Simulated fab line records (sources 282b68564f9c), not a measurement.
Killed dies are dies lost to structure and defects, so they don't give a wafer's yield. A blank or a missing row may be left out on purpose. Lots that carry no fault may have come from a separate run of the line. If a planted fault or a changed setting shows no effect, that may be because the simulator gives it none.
A lot that was struck, set against a sound lot / flow rit cmos / 45 out of 202 route steps
Sound: these wafers, L696.1, L696.2, L696.6. The struck wafers were L708.2, L708.3, L708.6. The cause comes at the end.
Order at every step that has rows: each side's tool, ch and its chambers, its first start. Under that, the readings that differ: sound wafers / struck wafers / difference of the means / sigmas: that difference in standard deviations of wafers without a fault.
alike: readings with means less than 2 such deviations apart, plus words and numbers identical on both sides. not compared: withheld readings, readings lacking a value on some wafer, bounds such as >300 that could conceal the same value, and numbers that have no deviation in the record and whose values overlap.
A row with sigmas, a row that says differs or no value, or rows on one side alone: a step with any of these is where the two part. When numbers do not overlap yet have no deviation, they are printed without sigmas and do not part them. Lack of a reading on every wafer of one side parts them only where that side has two or more wafers.

first, 1 step without rows for these wafers: RIT_ACTIVE_DEVELOP_10 (develop time 50 s).
RIT_ACTIVE_CD_MEAS_11: the cd target is 1400 nm.
  struck on cd sem-01, day 4 23:47; sound on cd sem-01, day 2 11:20
  alike: cd nm
then, 1 step without rows for these wafers: RIT_ACTIVE_HARDBAKE_12 (time 60 s).
RIT_ACTIVE_ETCH_13: etches Si3N4 in SF6, stops on SiO2, time 210 s, target depth 210 nm.
  sound on rie diel-04 ch 1,2, day 2 11:37; struck on rie diel-03 ch 1,2,3, day 5 00:02
  alike: chamber pressure mTorr, drypump motor current A, oes product au, throttle valve pct
  not compared: rf hours counter h
RIT_ACTIVE_STRIP_14: strips in O2, time 180 s.
  sound on plasma asher-04 ch 0,1, day 2 11:44; struck on plasma asher-03 ch 0,1, day 5 00:11
  alike: chamber pressure mTorr, drypump motor current A
  not compared: rf hours counter h
RIT_ACTIVE_CD_MEAS_90: the cd target is 1400 nm.
  struck on cd sem-02, day 5 00:22; sound on cd sem-02, day 2 11:55
  alike: cd nm
then, 4 steps without rows for these wafers: RIT_ACTIVE_CLEAN_15 (cleans in SC1, time 600 s); RIT_ACTIVE_CLEAN_16 (cleans in dHF, time 30 s); RIT_ACTIVE_CLEAN_17 (cleans in SC2, time 600 s); RIT_FOX1_OXIDATION_00 (target thk 350.7 nm, ox time 1130 s).
RIT_FOX1_THK_MEAS_01:
  struck on film metro-02, day 5 03:43; sound on film metro-03, day 2 14:32
  alike: FOX1_OXIDE_THK
then, 1 step without rows for these wafers: RIT_FOX1_WET_ETCH_02 (etches SiO2 in BOE, target depth 350 nm, time 390 s).
RIT_FOX2_OXIDATION_00: target thk 350.7 nm, ox time 1130 s.
  sound on furnace-04 ch 0, day 2 14:43; struck on furnace-01 ch 0, day 5 03:57
reading=spike tc centre C (C); sound=1103.9 1102.5 1102.9; struck=1113.6 1112.7 1113.4; difference=+10.1; sigmas=+9
reading=spike tc load C (C); sound=1126.0 1125.4 1125.9; struck=1140.0 1140.3 1138.7; difference=+13.9; sigmas=+8
reading=spike tc source C (C); sound=1125.9 1127.0 1125.2; struck=1138.4 1140.0 1139.3; difference=+13.2; sigmas=+10
reading=model.SiO2_of_FOX2_OXIDATION_00.thk nm (nm); sound=340.8 348.1 343.9; struck=365.2 364 356.5; difference=+17.6; sigmas=
RIT_FOX2_THK_MEAS_01:
  struck on film metro-01, day 5 05:16; sound on film metro-03, day 2 16:02
reading=FOX2_OXIDE_THK (nm); sound=341 348 344; struck=365 364 357; difference=+18; sigmas=+3
then, 2 steps without rows for these wafers: RIT_FOX2_CLEAN_02 (cleans in dHF, time 180 s); RIT_FOX2_WET_ETCH_03 (etches Si3N4 in H3PO4, target depth 195 nm, time 2700 s).
RIT_FOX2_THK_MEAS_90:
  struck on film metro-04, day 5 06:09; sound on film metro-03, day 2 16:55
reading=FIELD_OXIDE_LEFT_1_THK (nm); sound=314 321 317; struck=337 336 329; difference=+17; sigmas=+3
then, 6 steps without rows for these wafers: RIT_NWELL_HMDS_00 (prime time 60 s); RIT_NWELL_COAT_01 (resist thk 1300 nm); RIT_NWELL_SOFTBAKE_02 (time 60 s); RIT_NWELL_EXPOSE_03 (exposes mask M2, target cd 43900 nm); RIT_NWELL_PEB_04; RIT_NWELL_DEVELOP_05 (develop time 68 s).
RIT_NWELL_OVL_MEAS_06:
  struck on overlay-02, day 5 07:05; sound on overlay-01, day 2 17:59
  alike: NWELL_OVL
then, 2 steps without rows for these wafers: RIT_NWELL_HARDBAKE_07 (time 120 s); RIT_NWELL_IMPLANT_08.
RIT_NWELL_STRIP_09: strips in O2, time 180 s.
  sound on plasma asher-03 ch 0,1, day 2 18:25; struck on plasma asher-01 ch 0,1, day 5 07:31
  alike: chamber pressure mTorr, drypump motor current A
  not compared: rf hours counter h
RIT_NWELL_TW_MEAS_10:
  struck on film metro-04, day 5 07:42; sound on film metro-03, day 2 18:35
  alike: NWELL_TW
then, 6 steps without rows for these wafers: RIT_PWELL_HMDS_00 (prime time 60 s); RIT_PWELL_COAT_01 (resist thk 1286 nm); RIT_PWELL_SOFTBAKE_02 (time 60 s); RIT_PWELL_EXPOSE_03 (exposes mask M3, target cd 43700 nm); RIT_PWELL_PEB_04; RIT_PWELL_DEVELOP_05 (develop time 68 s).
RIT_PWELL_OVL_MEAS_06:
  struck on overlay-01, day 5 08:38; sound on overlay-01, day 2 19:39
  alike: PWELL_OVL
then, 2 steps without rows for these wafers: RIT_PWELL_HARDBAKE_07 (time 120 s); RIT_PWELL_IMPLANT_08.
RIT_PWELL_STRIP_09: strips in O2, time 180 s.
  sound on plasma asher-03 ch 0,1, day 2 20:05; struck on plasma asher-01 ch 0,1, day 5 09:04
  alike: chamber pressure mTorr, drypump motor current A
  not compared: rf hours counter h
RIT_PWELL_TW_MEAS_10:
  struck on film metro-04, day 5 09:15; sound on film metro-03, day 2 20:16
  alike: PWELL_TW
then, 1 step without rows for these wafers: RIT_WELLDRIVE_ANNEAL_00 (time 14700 s).
RIT_WELLDRIVE_RS_MEAS_01: a four-point-probe measurement.
  struck on film metro-03, day 5 15:27; sound on film metro-03, day 3 02:12
  alike: NWELL_RS
RIT_WELLDRIVE_RS_MEAS_02: a four-point-probe measurement.
  struck on film metro-03, day 5 15:34; sound on film metro-03, day 3 02:19
  alike: PWELL_RS
RIT_FOX2_THK_MEAS_91:
  struck on film metro-03, day 5 19:27; sound on film metro-03, day 3 06:07
reading=FIELD_OXIDE_LEFT_2_THK (nm); sound=245 252 248; struck=270 269 261; difference=+18; sigmas=+3
RIT_SILICIDE_WET_ETCH_00: etches SiO2 in BOE, target depth 14 nm, time 15 s.
  sound on wet bench-04 ch 1, day 4 03:53; struck on wet bench-04 ch 3, day 6 17:39
reading=model.SiO2_of_FOX2_OXIDATION_00.thk nm (nm); sound=141 147 143.7; struck=164.3 163.6 156.8; difference=+17.7; sigmas=
  alike: bath heat duty pct
RIT_M1_PROBE_99:
  struck on prober-02, day 7 00:29; sound on prober-02, day 4 10:39
reading=model.etest.field n.vt v (V); sound=33.63 34.51 34.06; struck=37 36.74 35.8; difference=+2; sigmas=
  alike: killed_at_M0_to_M3, killed at front end, killed dies, killed open, killed short

WHERE THEY PART
At RIT_FOX2_OXIDATION_00 first; at RIT_FOX2_THK_MEAS_91 last (within this record only). Later steps at which nothing parts them and some readings are alike: RIT_SILICIDE_WET_ETCH_00, RIT_M1_PROBE_99.

WHY: whatever the simulator had introduced
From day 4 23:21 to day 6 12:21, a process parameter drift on furnace-01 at RIT_FOX2_OXIDATION_00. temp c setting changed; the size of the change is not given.
